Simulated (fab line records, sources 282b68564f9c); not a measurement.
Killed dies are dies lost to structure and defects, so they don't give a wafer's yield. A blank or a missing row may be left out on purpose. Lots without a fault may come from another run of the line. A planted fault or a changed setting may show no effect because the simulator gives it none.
fab line records | flow rit_cmos
record lots=5 wafers=15 last_day=7
route steps=202 shown NWELL@30 PWELL@39 WELLDRIVE@50 M1@202
lots that met no fault: from a run of the same line without faults
start_h: hours from the record's first day to the start of the lot's first wafer shown | wait_h: hours since the lot's step before | " the same as in the row above | L1.1+2: a row that stands for several wafers | - no value, or no start given | * or withheld: withheld | < > ~ a bound
route shown NAME@n: a module of which the file shows steps, and the number in the route of the first | usual: mean/standard deviation of fault-free wafers | same: alike in all rows | chamber/n: place in a boat | sites: the reading at each site | _std_site: their standard deviation | _edge_site: outer sites' mean less inner sites' | radius_mm: how far each site lies from the wafer's centre | mask NAME#n: copy n | behind: the tool/chamber that last shaped the wafer | hold: why the lot was held/for how many hours/how that ended | device: the transistor (n, p or np) that didn't switch | end of line: the same wafers' tests at the end of the route | a step without rows: its recipe alone | killed: dies lost to structure and defects at the first sort, not the wafer's yield | map: a wafer's dies, x killed, . not, _ none there
set.NAME: the setting as run; set.NAME@STEP: as run at that earlier step | model.NAME: the simulator's own value behind a step, which no gauge read
lots at some steps of the route; a table a step, a row a wafer
services: from which hour (start_h, from the record's first day; less than 0 if before it) a tool's chamber was out of use, for how many hours, and why
## steps
# step RIT_NWELL_SOFTBAKE_02
# recipe resist=NOVOLAK temp_c=90 time_s=60
# step RIT_NWELL_EXPOSE_03
# recipe mask_id=M2 na=0.57 target_cd_nm=43900 dose_mj=250
# step RIT_NWELL_PEB_04
# recipe resist=NOVOLAK temp_c=withheld time_s=withheld
# step RIT_NWELL_DEVELOP_05
# recipe resist=NOVOLAK develop_time_s=68 dev_temp_c=23
# step RIT_NWELL_OVL_MEAS_06
# usual NWELL_OVL=-0.5/1.3
# columns lot.wafer tool chamber start_h wait_h NWELL_OVL[nm]
L535.1 overlay-02 - 33.70 - -1.1
L535.3 " - " " 0.1
L535.4 " - " " 0.2
L538.2 overlay-01 - 47.16 - 0.3
L538.4 " - " " 0.5
L538.5 " - " " -0.1
L541.2 overlay-02 - 61.18 - 0.7
L541.3 " - " " -1.4
L541.5 " - " " -1.0
L545.3 overlay-02 - 85.88 - -1.1
L545.4 " - " " -2.8
L545.6 " - " " -2.8
L556.2 overlay-01 - 137.21 - -0.5
L556.3 " - " " 0.4
L556.5 " - " " -0.3
# step RIT_NWELL_HARDBAKE_07
# recipe resist=NOVOLAK temp_c=139.2 time_s=120
# step RIT_NWELL_IMPLANT_08
# recipe species=P energy_kev=170 dose_cm2=5e+13 tilt_deg=7
# step RIT_NWELL_STRIP_09
# recipe chemistry=O2 time_s=180 resist=NOVOLAK platen_temp_c=withheld power_w=500 pressure_mtorr=4000 o2_flow_sccm=4000
# usual drypump_motor_current_A=5.5/0.41
# columns lot.wafer tool chamber start_h wait_h drypump_motor_current_A rf_hours_counter_h
L535.1 plasma_asher-01 0 34.14 0.1 4.9 37
L535.3 " 1 " " 5.4 -
L535.4 " 0 " " 4.9 -
L538.2 plasma_asher-04 0 47.59 0.1 5.8 27
L538.4 " 0 " " 5.8 -
L538.5 " 0 " " 5.7 -
L541.2 plasma_asher-04 1 61.61 0.1 5.2 28
L541.3 " 0 " " 5.8 -
L541.5 " 0 " " 5.8 -
L545.3 plasma_asher-02 1 86.37 0.1 6.1 -
L545.4 " 0 " " 5.3 -
L545.6 " 0 " " 5.3 -
L556.2 plasma_asher-04 0 137.64 0.1 5.8 37
L556.3 " 1 " " 5.2 -
L556.5 " 0 " " 5.7 -
# step RIT_NWELL_TW_MEAS_10
# usual NWELL_TW=2150/25
# columns lot.wafer tool chamber start_h wait_h NWELL_TW
L535.1 film_metro-03 - 34.31 0.1 2170
L535.3 " - " " 2168
L535.4 " - " " 2178
L538.2 film_metro-01 - 47.78 0.1 2164
L538.4 " - " " 2158
L538.5 " - " " 2163
L541.2 film_metro-03 - 61.80 0.1 2167
L541.3 " - " " 2173
L541.5 " - " " 2172
L545.3 film_metro-02 - 86.50 0.1 2115
L545.4 " - " " 2111
L545.6 " - " " 2110
L556.2 film_metro-03 - 137.82 0.1 2147
L556.3 " - " " 2154
L556.5 " - " " 2162
# step RIT_PWELL_HMDS_00
# recipe prime_time_s=60 prime_temp_c=140
# step RIT_PWELL_COAT_01
# recipe resist=NOVOLAK spin_rpm=2000 resist_thk_nm=1300
# step RIT_PWELL_SOFTBAKE_02
# recipe resist=NOVOLAK temp_c=90 time_s=60
# step RIT_PWELL_EXPOSE_03
# recipe mask_id=M3 na=0.57 target_cd_nm=43700 dose_mj=250
# usual focus_offset_nm=0.0/0.55
# columns lot.wafer tool chamber start_h wait_h mask focus_offset_nm
L535.1 iline_stepper-02 0 34.95 0.2 M3#0 -1.0
L535.3 " 0 " " M3#0 -0.1
L535.4 " 0 " " M3#0 -0.1
L538.2 iline_stepper-01 0 48.42 0.2 M3#0 -1.0
L538.4 " 0 " " M3#0 -0.4
L538.5 " 0 " " M3#0 -0.6
L541.2 iline_stepper-01 0 62.45 0.2 M2#0 0.4
L541.3 " 0 " " M2#0 -0.2
L541.5 " 0 " " M2#0 -0.2
L545.3 iline_stepper-02 0 87.16 0.2 M3#0 0.1
L545.4 " 0 " " M3#0 0.4
L545.6 " 0 " " M3#0 0.3
L556.2 iline_stepper-02 0 138.47 0.2 M3#0 -0.1
L556.3 " 0 " " M3#0 0.0
L556.5 " 0 " " M3#0 -0.7
# step RIT_PWELL_PEB_04
# recipe resist=NOVOLAK temp_c=withheld time_s=withheld
# step RIT_PWELL_DEVELOP_05
# recipe resist=NOVOLAK develop_time_s=68 dev_temp_c=23
# step RIT_PWELL_OVL_MEAS_06
# usual PWELL_OVL=-0.1/1.3
# columns lot.wafer tool chamber start_h wait_h PWELL_OVL[nm]
L535.1 overlay-02 - 35.38 - -0.5
L535.3 " - " " 0.2
L535.4 " - " " -0.2
L538.2 overlay-01 - 48.84 - 2.9
L538.4 " - " " -0.7
L538.5 " - " " 0.9
L541.2 overlay-01 - 62.94 - -
L541.3 " - " " -
L541.5 " - " " -
L545.3 overlay-02 - 87.56 - 0.9
L545.4 " - " " 3.0
L545.6 " - " " 1.1
L556.2 overlay-02 - 138.88 - 0.0
L556.3 " - " " -0.8
L556.5 " - " " -1.1
# step RIT_PWELL_HARDBAKE_07
# recipe resist=NOVOLAK temp_c=140 time_s=120
# step RIT_PWELL_IMPLANT_08
# recipe species=B energy_kev=169 dose_cm2=7e+13 tilt_deg=7
# step RIT_PWELL_STRIP_09
# recipe chemistry=O2 time_s=180 resist=NOVOLAK platen_temp_c=withheld power_w=500 pressure_mtorr=4000 o2_flow_sccm=4000
# usual drypump_motor_current_A=5.6/0.35
# columns lot.wafer tool chamber start_h wait_h drypump_motor_current_A rf_hours_counter_h
L535.1 plasma_asher-04 1 35.82 0.1 5.2 25
L535.3 " 0 " " 5.7 -
L535.4 " 1 " " 5.2 -
L538.2 plasma_asher-02 1 49.27 0.1 6.2 38
L538.4 " 0 " " 5.3 -
L538.5 " 1 " " 6.2 -
L541.2 plasma_asher-02 0 63.48 0.1 5.3 40
L541.3 " 0 " " 5.3 -
L541.5 " 1 " " 6.1 -
L545.3 plasma_asher-04 1 88.04 0.1 5.2 -
L545.4 " 0 " " 5.8 -
L545.6 " 1 " " 5.2 -
L556.2 plasma_asher-03 1 139.31 0.1 6.0 49
L556.3 " 1 " " 6.0 -
L556.5 " 0 " " 5.5 -
# step RIT_PWELL_TW_MEAS_10
# usual PWELL_TW=955/11
# columns lot.wafer tool chamber start_h wait_h PWELL_TW
L535.1 film_metro-02 - 36.00 0.1 942
L535.3 " - " " 944
L535.4 " - " " 943
L538.2 film_metro-02 - 49.45 0.1 934
L538.4 " - " " 930
L538.5 " - " " 933
L541.2 film_metro-02 - 63.67 0.1 29
L541.3 " - " " 30
L541.5 " - " " 30
L545.3 film_metro-01 - 88.18 0.1 960
L545.4 " - " " 964
L545.6 " - " " 964
L556.2 film_metro-01 - 139.50 0.1 957
L556.3 " - " " 958
L556.5 " - " " 953
# step RIT_WELLDRIVE_ANNEAL_00
# recipe temp_c=1100 time_s=14700 ambient=N2
# step RIT_M1_PROBE_99
# usual killed_at_contacts=0.1/0.27 killed_at_front_end=7/3.3 killed_dies=7/3.3 killed_on_rim=2.0/1.5 killed_open=3.5/2 killed_short=3.8/2.2
# same gross_dies=264 killed_at_M0_to_M3=0 killed_at_M4_up=0 killed_at_back_side=0 killed_at_other=0
# columns lot.wafer tool chamber start_h wait_h killed_at_contacts killed_at_front_end killed_dies killed_on_rim killed_open killed_short
L541.2 prober-02 - 99.97 0.1 0 264 264 70 1 10
L541.3 prober-02 - 100.02 0.2 0 264 264 70 7 5
L541.5 prober-02 - 100.12 0.2 0 264 264 70 2 5
# killed by level:class
L541.2 PWELL:area_expose=253 GATE:geometric_particle:short=8 SPACER:geometric_particle:short=1 SPACER:geometric_particle:open=1 SILICIDE:geometric_particle:short=1
L541.3 PWELL:area_expose=252 GATE:geometric_particle:short=4 GATE:geometric_particle:open=3 FOX1:geometric_particle:open=1 REOX:geometric_particle:open=1 SPACER:geometric_particle:open=1 SPACER:geometric_particle:short=1 SILICIDE:geometric_particle:open=1
L541.5 PWELL:area_expose=257 GATE:geometric_particle:short=4 FOX1:geometric_particle:open=1 GATE:geometric_particle:open=1 SPACER:geometric_particle:short=1
# map L541.2 (x killed, . not)
________xxxxxxx_______
_____xxxxxxxxxxxxx____
____xxxxxxxxxxxxxxx___
___xxxxxxxxxxxxxxxxx__
__xxxxxxxxxxxxxxxxxxx_
__xxxxxxxxxxxxxxxxxxx_
_xxxxxxxxxxxxxxxxxxxxx
_xxxxxxxxxxxxxxxxxxxxx
_xxxxxxxxxxxxxxxxxxxxx
_xxxxxxxxxxxxxxxxxxxxx
__xxxxxxxxxxxxxxxxxxx_
__xxxxxxxxxxxxxxxxxxx_
___xxxxxxxxxxxxxxxxx__
____xxxxxxxxxxxxxxx___
_____xxxxxxxxxxxxx____
________xxxxxxx_______
# map L538.5 (x killed, . not)
________....x.._______
_____............x____
____x..............___
___........x........__
__....x.............._
__..............x...._
_.....................
_.....................
_.....................
_.....................
__..................._
__..................._
___.....x...........__
____...............___
_____.............____
________......x_______
## services
# columns tool chamber start_h hours kind
plasma_asher-03 - 45.49 2.8 repair
iline_stepper-01 - 49.53 1.7 pm
iline_stepper-01 - 71.82 3.2 repair
plasma_asher-03 - 78.11 4.9 repair
iline_stepper-01 - 94.47 6.9 repair
plasma_asher-02 - 108.75 9.0 pm
plasma_asher-02 0 108.75 9.0 vent_cycle
plasma_asher-02 1 108.75 9.0 vent_cycle
plasma_asher-02 0 117.75 - clean
plasma_asher-02 1 117.75 - clean
iline_stepper-01 0 138.15 - calibration
## key
first_sign step=RIT_PWELL_EXPOSE_03 reading=mask direction=changed
effect step=RIT_PWELL_OVL_MEAS_06 reading=PWELL_OVL direction=missing
effect step=RIT_PWELL_TW_MEAS_10 reading=PWELL_TW direction=down sigmas=84 usual=955 struck=30
effect step=RIT_M1_PROBE_99 reading=killed_at_front_end direction=up sigmas=77 usual=7 struck=264
more_kills_born_at RIT_PWELL_EXPOSE_03@iline_stepper-01=762
met_at RIT_PWELL_EXPOSE_03
struck_wafers L541.2,L541.3,L541.5
tester_left_out L541
onset_between 48.42 62.45
fault kind=wrong_mask tool=any chamber=- onset_h=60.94 steps=RIT_PWELL_EXPOSE_03 aux_copy=M2#0 scope=struck_lots_only
# tester_left_out: of these lots the tester's yield and bins aren't shown, on N5 and GAA mostly nor the transistor test; their killed dies are dies lost to structure and defects alone, not to doping, threshold or leakage, so they don't give the yield
